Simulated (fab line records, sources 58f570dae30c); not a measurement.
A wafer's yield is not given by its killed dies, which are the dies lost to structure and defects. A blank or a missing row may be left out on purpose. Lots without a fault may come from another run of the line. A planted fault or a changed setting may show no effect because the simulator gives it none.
fab line records | flow berkeley_cmos170
[record] lots = 13 | wafers = 39 | last_day = 13
route steps=331 shown SPACER@171 V2@293
lots with no fault: from the same line, run without faults
start_h: hours from the record's opening day to when the first of the lot's shown wafers began | wait_h: hours since the lot's step before | " same as the row above | L1.1+2: a single row standing in for several wafers | - no value, or no start given | * or withheld: withheld | < > ~ a bound
route shown NAME@n: NAME is a module with steps in the file, n the number in the route of the first one | usual: mean and standard deviation over wafers with no fault | same: alike in all rows | chamber/n: place in a boat | sites: the reading at each site | _std_site: their standard deviation | _edge_site: mean of outer sites minus mean of inner sites | radius_mm: how far each site lies from the wafer's centre | mask NAME#n: copy n | behind: the last tool/chamber to shape the wafer | hold: cause of the lot's hold/its duration in hours/its outcome | device: the n, p or np transistor that did not switch | end of line: the same wafers' tests at the end of the route | where a step has no rows: the recipe by itself | killed: count of dies lost to structure and defects at first sort (not the wafer's yield) | map: a wafer's dies, marking killed ones x, the rest . and places with no die _
set.NAME: the setting as run; set.NAME@STEP: as run at that earlier step | model.NAME: the simulator's own value behind a step, which no gauge read
one table for each step of the route and one row for each wafer, over a sample of lots
services: when a tool's chamber went out of use (start_h, in hours from the record's first day, below 0 if earlier), for how many hours, and the reason
[[steps]]
[step UCB170_SPACER_CVD_00]
[recipe] material = SiO2 | target_thk_nm = 376 | temp_c = 390 | precursor = TEOS/O2 | time_s = 47 | rf_w = 550 | pressure_mtorr = 9000
[usual] heater_power_w = 256/62
lot.wafer | tool     | chamber | start_h | wait_h | heater_power_w
L508.3    | pecvd-03 | 2       | 155.18  | 0.0    | 231
L508.4    | "        | 1       | "       | "      | 256
L508.5    | "        | 0       | "       | "      | 239
L511.1    | pecvd-04 | 0       | 180.49  | 0.0    | 182
L511.3    | "        | 1       | "       | "      | 331
L511.4    | "        | 0       | "       | "      | 195
L513.3    | pecvd-02 | 2       | 187.54  | 0.0    | 323
L513.5    | "        | 0       | "       | "      | 263
L513.6    | "        | 2       | "       | "      | 339
L515.3    | pecvd-03 | 2       | 194.60  | 0.0    | 296
L515.4    | "        | 1       | "       | "      | 222
L515.6    | "        | 0       | "       | "      | 255
L516.2    | pecvd-04 | 0       | 213.10  | 0.0    | 161
L516.3    | "        | 1       | "       | "      | 347
L516.6    | "        | 2       | "       | "      | 184
L519.4    | pecvd-02 | 0       | 213.31  | 0.0    | 269
L519.5    | "        | 1       | "       | "      | 299
L519.6    | "        | 2       | "       | "      | 327
L517.2    | pecvd-04 | 2       | 213.48  | 0.0    | 166
L517.5    | "        | 1       | "       | "      | 355
L517.6    | "        | 2       | "       | "      | 176
L518.1    | pecvd-02 | 0       | 213.48  | 0.0    | 274
L518.5    | "        | 1       | "       | "      | 329
L518.6    | "        | 2       | "       | "      | 328
L520.1    | pecvd-04 | 1       | 216.04  | 0.0    | 346
L520.2    | "        | 2       | "       | "      | 164
L520.6    | "        | 0       | "       | "      | 177
L522.2    | pecvd-04 | 2       | 238.18  | 0.0    | 141
L522.4    | "        | 2       | "       | "      | 157
L522.5    | "        | 0       | "       | "      | 184
L527.1    | pecvd-04 | 2       | 252.45  | 0.0    | 185
L527.3    | "        | 1       | "       | "      | 284
L527.4    | "        | 0       | "       | "      | 129
L530.3    | pecvd-02 | 2       | 277.11  | 0.0    | 313
L530.5    | "        | 1       | "       | "      | 340
L530.6    | "        | 0       | "       | "      | 207
L531.2    | pecvd-03 | 1       | 277.48  | 0.0    | 209
L531.3    | "        | 0       | "       | "      | 216
L531.6    | "        | 0       | "       | "      | 234
[step UCB170_SPACER_THK_MEAS_01]
[recipe] reads = SiO2_of_SPACER_CVD_00
[usual] SPACER_TEOS_THK = 376/4.2
lot.wafer | tool          | chamber | start_h | wait_h | SPACER_TEOS_THK[nm]
L508.3    | film_metro-03 | -       | 155.24  | 0.0    | 368
L508.4    | "             | -       | "       | "      | 372
L508.5    | "             | -       | "       | "      | 376
L511.1    | film_metro-04 | -       | 180.53  | 0.0    | 376
L511.3    | "             | -       | "       | "      | 377
L511.4    | "             | -       | "       | "      | 379
L513.3    | film_metro-04 | -       | 187.60  | 0.0    | 374
L513.5    | "             | -       | "       | "      | 383
L513.6    | "             | -       | "       | "      | 376
L515.3    | film_metro-03 | -       | 194.66  | 0.0    | 368
L515.4    | "             | -       | "       | "      | 375
L515.6    | "             | -       | "       | "      | 377
L516.2    | film_metro-01 | -       | 213.15  | 0.0    | 372
L516.3    | "             | -       | "       | "      | 373
L516.6    | "             | -       | "       | "      | 375
L519.4    | film_metro-03 | -       | 213.36  | 0.0    | 383
L519.5    | "             | -       | "       | "      | 382
L519.6    | "             | -       | "       | "      | 382
L518.1    | film_metro-01 | -       | 213.52  | 0.0    | 377
L518.5    | "             | -       | "       | "      | 380
L518.6    | "             | -       | "       | "      | 380
L517.2    | film_metro-04 | -       | 213.53  | 0.0    | 376
L517.5    | "             | -       | "       | "      | 384
L517.6    | "             | -       | "       | "      | 385
L520.1    | film_metro-03 | -       | 216.08  | 0.0    | 372
L520.2    | "             | -       | "       | "      | 374
L520.6    | "             | -       | "       | "      | 382
L522.2    | film_metro-04 | -       | 238.23  | 0.0    | 372
L522.4    | "             | -       | "       | "      | 380
L522.5    | "             | -       | "       | "      | 383
L527.1    | film_metro-01 | -       | 252.49  | 0.0    | 376
L527.3    | "             | -       | "       | "      | 377
L527.4    | "             | -       | "       | "      | 422
L530.3    | film_metro-01 | -       | 277.17  | 0.0    | 374
L530.5    | "             | -       | "       | "      | 382
L530.6    | "             | -       | "       | "      | 381
L531.2    | film_metro-03 | -       | 277.53  | 0.0    | 370
L531.3    | "             | -       | "       | "      | 369
L531.6    | "             | -       | "       | "      | 375
[step UCB170_SPACER_ETCHBACK_03]
[recipe] stop_on = Si | target = SiO2 | chemistry = CHF3/CF4/Ar | CHF3_flow_sccm = 50 | cf4_flow_sccm = 10 | Ar_flow_sccm = 120 | pressure_mtorr = 200 | rf_w = 500 | target_depth_a = 3760 | time_s = 100
[usual] chamber_pressure_mTorr = 199.99/0.17 | drypump_motor_current_A = 5.6/0.48 | oes_product_au = 0.905/0.019 | throttle_valve_pct = 6.44/0.11
lot.wafer | tool        | chamber | start_h | wait_h | chamber_pressure_mTorr | drypump_motor_current_A | oes_product_au | rf_hours_counter_h | throttle_valve_pct
L508.3    | rie_diel-04 | 3       | 163.20  | 0.0    | 199.87                 | 5.2                     | 0.873          | 10                 | 6.42
L508.4    | "           | 0       | "       | "      | 200.17                 | 5.2                     | 0.882          | 35                 | 6.39
L508.5    | "           | 1       | "       | "      | 199.71                 | 5.7                     | 0.908          | -                  | 6.30
L511.1    | rie_diel-02 | 1       | 184.98  | 0.0    | 199.85                 | 6.3                     | 0.913          | 8                  | 6.47
L511.3    | "           | 0       | "       | "      | 199.83                 | 6.1                     | 0.929          | 13                 | 6.28
L511.4    | "           | 0       | "       | "      | 199.86                 | 6.1                     | 0.939          | -                  | 6.28
L513.3    | rie_diel-04 | 0       | 196.74  | 0.0    | 199.73                 | 5.3                     | 0.882          | 37                 | 6.40
L513.5    | "           | 0       | "       | "      | 199.84                 | 5.3                     | 0.897          | -                  | 6.42
L513.6    | "           | 3       | "       | "      | 199.92                 | 5.2                     | 0.890          | -                  | 6.42
L515.3    | rie_diel-01 | 3       | 196.81  | 0.1    | 200.00                 | 5.7                     | 0.891          | 71                 | 6.52
L515.4    | "           | 0       | "       | "      | 199.80                 | 6.0                     | 0.894          | -                  | 6.55
L515.6    | "           | 1       | "       | "      | 200.07                 | 5.2                     | 0.904          | -                  | 6.54
L516.2    | rie_diel-04 | 3       | 217.52  | 0.0    | 200.19                 | 5.2                     | 0.880          | 12                 | 6.41
L516.3    | "           | 2       | "       | "      | 199.88                 | 5.9                     | 0.902          | 62                 | 6.34
L516.6    | "           | 0       | "       | "      | 199.79                 | 5.3                     | 0.880          | -                  | 6.39
L517.2    | rie_diel-01 | 0       | 217.52  | 0.0    | 199.93                 | 6.0                     | 0.897          | 20                 | 6.54
L517.5    | "           | 3       | "       | "      | 199.87                 | 5.8                     | 0.913          | -                  | 6.52
L517.6    | "           | 2       | "       | "      | 200.14                 | 4.9                     | 0.896          | -                  | 6.54
L519.4    | rie_diel-02 | 3       | 217.56  | 0.0    | 199.53                 | 5.7                     | 0.944          | -                  | 6.60
L519.5    | "           | 2       | "       | "      | 200.28                 | 4.7                     | 0.942          | -                  | 6.31
L519.6    | "           | 1       | "       | "      | 200.00                 | 6.4                     | 0.917          | -                  | 6.47
L518.1    | rie_diel-04 | 0       | 217.59  | 0.1    | 199.78                 | 5.2                     | 0.878          | 38                 | 6.40
L518.5    | "           | 0       | "       | "      | 200.23                 | 5.2                     | 0.894          | -                  | 6.38
L518.6    | "           | 3       | "       | "      | 200.12                 | 5.2                     | 0.895          | -                  | 6.39
L520.1    | rie_diel-04 | 0       | 221.70  | 0.0    | 200.24                 | 5.2                     | 0.881          | 38                 | 6.41
L520.2    | "           | 3       | "       | "      | 199.99                 | 5.2                     | 0.874          | 13                 | 6.43
L520.6    | "           | 2       | "       | "      | 199.52                 | 5.9                     | 0.925          | -                  | 6.36
L522.2    | rie_diel-02 | 1       | 243.96  | 0.0    | 200.28                 | 6.3                     | 0.896          | 10                 | 6.47
L522.4    | "           | 2       | "       | "      | 200.18                 | 4.7                     | 0.937          | 105                | 6.29
L522.5    | "           | 3       | "       | "      | 199.94                 | 5.7                     | 0.939          | -                  | 6.60
L527.1    | rie_diel-02 | 2       | 260.57  | 0.0    | 200.02                 | 4.7                     | 0.929          | 106                | 6.32
L527.3    | "           | 3       | "       | "      | 199.76                 | 5.7                     | 0.922          | 95                 | 6.61
L527.4    | "           | 1       | "       | "      | 199.93                 | 6.4                     | 0.988          | 11                 | 6.48
L530.3    | rie_diel-02 | 0       | 285.75  | 0.0    | 199.76                 | 6.1                     | 0.937          | 16                 | 6.26
L530.5    | "           | 1       | "       | "      | 199.91                 | 6.3                     | 0.918          | -                  | 6.48
L530.6    | "           | 0       | "       | "      | 199.79                 | 6.1                     | 0.941          | -                  | 6.29
L531.2    | rie_diel-04 | 2       | 285.77  | 0.0    | 200.11                 | 5.9                     | 0.905          | 65                 | 6.35
L531.3    | "           | 1       | "       | "      | 199.94                 | 5.8                     | 0.898          | 103                | 6.28
L531.6    | "           | 3       | "       | "      | 199.75                 | 5.2                     | 0.885          | -                  | 6.41
[step UCB170_V2_THK_MEAS_01]
[recipe] reads = SiO2_of_V2_CVD_00
[usual] V2_TEOS_THK = 1988/21
lot.wafer | tool          | chamber | start_h | wait_h | V2_TEOS_THK[nm]
L508.3    | film_metro-03 | -       | 182.27  | 0.1    | 1961
L508.4    | "             | -       | "       | "      | 1991
L508.5    | "             | -       | "       | "      | 2015
L511.1    | film_metro-02 | -       | 203.84  | 0.1    | 1968
L511.3    | "             | -       | "       | "      | 1982
L511.4    | "             | -       | "       | "      | 2013
L515.3    | film_metro-01 | -       | 222.20  | 0.1    | 1966
L515.4    | "             | -       | "       | "      | 2004
L515.6    | "             | -       | "       | "      | 2005
L513.3    | film_metro-02 | -       | 222.44  | 0.1    | 1976
L513.5    | "             | -       | "       | "      | 2009
L513.6    | "             | -       | "       | "      | 1999
L516.2    | film_metro-01 | -       | 239.61  | 0.1    | 1969
L516.3    | "             | -       | "       | "      | 1992
L516.6    | "             | -       | "       | "      | 2029
L519.4    | film_metro-03 | -       | 240.87  | 0.0    | 1986
L519.5    | "             | -       | "       | "      | 1992
L519.6    | "             | -       | "       | "      | 2006
L517.2    | film_metro-03 | -       | 241.60  | 0.2    | 1964
L517.5    | "             | -       | "       | "      | 1966
L517.6    | "             | -       | "       | "      | 1989
L518.1    | film_metro-01 | -       | 241.93  | 0.1    | 1996
L518.5    | "             | -       | "       | "      | 2007
L518.6    | "             | -       | "       | "      | 2002
L520.1    | film_metro-02 | -       | 242.76  | 0.1    | 1974
L520.2    | "             | -       | "       | "      | 1959
L520.6    | "             | -       | "       | "      | 1985
L522.2    | film_metro-03 | -       | 266.48  | 0.2    | 1988
L522.4    | "             | -       | "       | "      | 1988
L522.5    | "             | -       | "       | "      | 1986
L527.1    | film_metro-02 | -       | 281.40  | 0.1    | 1956
L527.3    | "             | -       | "       | "      | 1982
L527.4    | "             | -       | "       | "      | 1963
L530.3    | film_metro-02 | -       | 306.41  | 0.1    | 1980
L530.5    | "             | -       | "       | "      | 2010
L530.6    | "             | -       | "       | "      | 2022
L531.2    | film_metro-01 | -       | 311.54  | 0.1    | 1965
L531.3    | "             | -       | "       | "      | 1953
L531.6    | "             | -       | "       | "      | 2014
[step UCB170_V2_CMP_02]
[recipe] material = SiO2 | down_force_psi = 6 | platen_rpm = 60 | pad_velocity_m_s = 0.75398
[usual] edge_zone_pressure_frac = 1.000/0.0054 | head_pressure_psi = 5.999/0.014 | motor_current_A = 16.0/1.5 | platen_rpm = 60.00/0.038
lot.wafer | tool   | chamber | start_h | wait_h | edge_zone_pressure_frac | head_pressure_psi | motor_current_A | platen_rpm
L508.3    | cmp-02 | 1       | 182.31  | 0.0    | 1.007                   | 6.005             | 15.5            | 59.97
L508.4    | "      | 0       | "       | "      | 1.002                   | 6.017             | 15.8            | 60.01
L508.5    | "      | 1       | "       | "      | 0.995                   | 6.013             | 15.6            | 59.98
L511.1    | cmp-02 | 2       | 203.90  | 0.1    | 0.994                   | 6.023             | 19.1            | 60.00
L511.3    | "      | 0       | "       | "      | 0.996                   | 5.999             | 16.2            | 59.94
L511.4    | "      | 1       | "       | "      | 0.998                   | 5.981             | 15.0            | 60.00
L515.4    | cmp-01 | 3       | 222.34  | 0.1    | 0.999                   | 6.005             | 13.3            | 59.97
L515.3    | "      | 0       | "       | "      | 1.000                   | 5.992             | 16.1            | 60.01
L515.6    | "      | 2       | "       | "      | 0.992                   | 5.992             | 15.3            | 59.96
L513.3    | cmp-02 | 3       | 222.48  | 0.0    | 0.998                   | 6.018             | 16.1            | 60.02
L513.6    | "      | 3       | "       | "      | 0.999                   | 6.004             | 15.4            | 60.12
L513.5    | "      | 0       | "       | "      | 0.992                   | 5.988             | 15.3            | 60.01
L516.2    | cmp-01 | 1       | 239.76  | 0.1    | 1.005                   | 6.020             | 16.2            | 59.96
L516.3    | "      | 2       | "       | "      | 1.007                   | 5.994             | 15.2            | 59.98
L516.6    | "      | 0       | "       | "      | 0.997                   | 6.034             | 15.7            | 59.97
L519.4    | cmp-02 | 0       | 241.00  | 0.1    | 1.001                   | 5.997             | 16.5            | 59.97
L519.5    | "      | 2       | "       | "      | 1.016                   | 5.989             | 19.7            | 60.05
L519.6    | "      | 3       | "       | "      | 1.002                   | 5.998             | 15.1            | 60.06
L517.2    | cmp-02 | 2       | 241.75  | 0.1    | 0.988                   | 5.989             | 18.6            | 60.02
L517.5    | "      | 0       | "       | "      | 1.003                   | 6.007             | 15.9            | 59.98
L517.6    | "      | 1       | "       | "      | 0.994                   | 5.980             | 15.3            | 60.03
L518.1    | cmp-02 | 3       | 242.14  | 0.2    | 0.993                   | 5.994             | 15.5            | 59.90
L518.6    | "      | 0       | "       | "      | 0.994                   | 5.965             | 15.8            | 59.95
L518.5    | "      | 1       | "       | "      | 0.997                   | 5.989             | 15.6            | 59.98
L520.1    | cmp-02 | 0       | 242.87  | 0.1    | 1.004                   | 5.974             | 16.1            | 60.07
L520.2    | "      | 2       | "       | "      | 0.995                   | 5.990             | 18.0            | 60.01
L520.6    | "      | 0       | "       | "      | 1.007                   | 5.979             | 16.0            | 59.96
L522.2    | cmp-02 | 0       | 266.53  | 0.0    | 1.005                   | 6.008             | 15.4            | 59.95
L522.4    | "      | 2       | "       | "      | 0.997                   | 5.976             | 18.5            | 59.95
L522.5    | "      | 0       | "       | "      | 0.996                   | 6.000             | 15.9            | 59.98
L527.4    | cmp-01 | 1       | 281.46  | 0.0    | 1.001                   | 6.005             | 15.6            | 59.98
L527.3    | "      | 2       | "       | "      | 0.996                   | 6.008             | 15.2            | 59.98
L527.1    | "      | 3       | "       | "      | 0.999                   | 6.006             | 14.3            | 60.00
L530.3    | cmp-02 | 0       | 306.45  | 0.0    | 0.999                   | 6.013             | 15.5            | 59.99
L530.5    | "      | 0       | "       | "      | 1.005                   | 6.006             | 15.7            | 59.93
L530.6    | "      | 1       | "       | "      | 1.007                   | 6.011             | 14.9            | 60.08
L531.3    | cmp-02 | 1       | 311.59  | 0.0    | 1.003                   | 5.980             | 14.8            | 60.07
L531.2    | "      | 2       | "       | "      | 0.996                   | 6.014             | 19.9            | 59.99
L531.6    | "      | 1       | "       | "      | 1.002                   | 5.998             | 15.9            | 60.03
[step UCB170_V2_BOW_MEAS_03]
[recipe] mode = bow
[usual] V2_BOW = 38/6.6
lot.wafer | tool          | chamber | start_h | wait_h | V2_BOW[um]
L508.3    | film_metro-01 | -       | 182.65  | 0.3    | 47
L508.4    | "             | -       | "       | "      | 43
L508.5    | "             | -       | "       | "      | 40
L511.1    | film_metro-01 | -       | 204.20  | 0.2    | 31
L511.3    | "             | -       | "       | "      | 32
L511.4    | "             | -       | "       | "      | 33
L515.3    | film_metro-01 | -       | 222.58  | 0.1    | 36
L515.4    | "             | -       | "       | "      | 45
L515.6    | "             | -       | "       | "      | 41
L513.3    | film_metro-02 | -       | 222.82  | 0.3    | 46
L513.5    | "             | -       | "       | "      | 33
L513.6    | "             | -       | "       | "      | 45
L516.2    | film_metro-03 | -       | 239.98  | 0.2    | 31
L516.3    | "             | -       | "       | "      | 41
L516.6    | "             | -       | "       | "      | 33
L519.4    | film_metro-02 | -       | 241.26  | 0.2    | 42
L519.5    | "             | -       | "       | "      | 30
L519.6    | "             | -       | "       | "      | 27
L517.2    | film_metro-02 | -       | 241.97  | 0.2    | 31
L517.5    | "             | -       | "       | "      | 42
L517.6    | "             | -       | "       | "      | 33
L518.1    | film_metro-03 | -       | 242.29  | 0.1    | 23
L518.5    | "             | -       | "       | "      | 49
L518.6    | "             | -       | "       | "      | 38
L520.1    | film_metro-03 | -       | 243.12  | 0.2    | 33
L520.2    | "             | -       | "       | "      | 37
L520.6    | "             | -       | "       | "      | 27
L522.2    | film_metro-01 | -       | 266.85  | 0.3    | 36
L522.4    | "             | -       | "       | "      | 34
L522.5    | "             | -       | "       | "      | 40
L527.1    | film_metro-03 | -       | 281.76  | 0.1    | 36
L527.3    | "             | -       | "       | "      | 34
L527.4    | "             | -       | "       | "      | 25
L530.3    | film_metro-01 | -       | 306.79  | 0.3    | 48
L530.5    | "             | -       | "       | "      | 36
L530.6    | "             | -       | "       | "      | 35
L531.2    | film_metro-01 | -       | 311.91  | 0.2    | 44
L531.3    | "             | -       | "       | "      | 41
L531.6    | "             | -       | "       | "      | 40
[[services]]
tool        | chamber | start_h | hours | kind
pecvd-04    | -       | 135.50  | 14.0  | pm
rie_diel-02 | 1       | 136.08  | 7.0   | repair
pecvd-02    | -       | 152.14  | 0.7   | repair
cmp-02      | -       | 160.37  | 6.9   | pm
cmp-02      | -       | 167.95  | 5.3   | repair
rie_diel-04 | 3       | 170.51  | 8.8   | repair
cmp-02      | -       | 183.10  | 4.9   | pm
rie_diel-02 | 3       | 183.62  | 18.6  | repair
cmp-02      | -       | 201.15  | 2.5   | repair
pecvd-02    | -       | 202.82  | 1.8   | repair
rie_diel-02 | 0       | 211.67  | 10.0  | repair
pecvd-02    | 1       | 222.02  | 45.5  | repair
rie_diel-04 | 3       | 223.68  | 4.9   | repair
cmp-02      | -       | 232.00  | 4.0   | pm
pecvd-02    | -       | 232.05  | 6.0   | pm
rie_diel-04 | -       | 232.76  | 28.1  | pm
pecvd-02    | -       | 242.50  | 14.0  | pm
rie_diel-02 | -       | 250.91  | 1.6   | repair
cmp-02      | -       | 256.57  | 0.5   | repair
rie_diel-02 | 1       | 266.71  | 11.8  | repair
rie_diel-04 | -       | 282.21  | 0.4   | repair
rie_diel-02 | 3       | 286.43  | 9.5   | repair
pecvd-04    | -       | 305.18  | 1.0   | repair
rie_diel-02 | 2       | 310.87  | 6.6   | repair
[[key]]
[first_sign] step = UCB170_SPACER_THK_MEAS_01 | reading = SPACER_TEOS_THK | direction = up | sigmas = 11 | usual = 376 | struck = 422
[effect] step = UCB170_SPACER_ETCHBACK_03 | reading = oes_product_au | direction = up | sigmas = 4.3 | usual = 0.905 | struck = 0.988
met_at UCB170_SPACER_CVD_00
struck_lots L527
struck_wafers L527.4
sort_left_out L527.4
tester_left_out L527
not_acting_at UCB170_V2_THK_MEAS_01,UCB170_V2_CMP_02,UCB170_V2_BOW_MEAS_03
onset_between 238.18 252.45
[fault] kind = process_parameter_drift | tool = pecvd-04 | chamber = 0 | onset_h = 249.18 | steps = UCB170_SPACER_CVD_00 | channel = target_thk_nm | offset = 45.12 | shape = step | end_h = 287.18 | acts_in = these_recipes_only | stated = 376
// tester_left_out: of these lots the tester's yield and bins aren't shown, on N5 and GAA mostly nor the transistor test; their killed dies are dies lost to structure and defects alone, not to doping, threshold or leakage, so they don't give the yield
// sort_left_out: the simulated sort isn't trusted on such a fault, so these wafers' sort isn't shown, and their yield isn't known
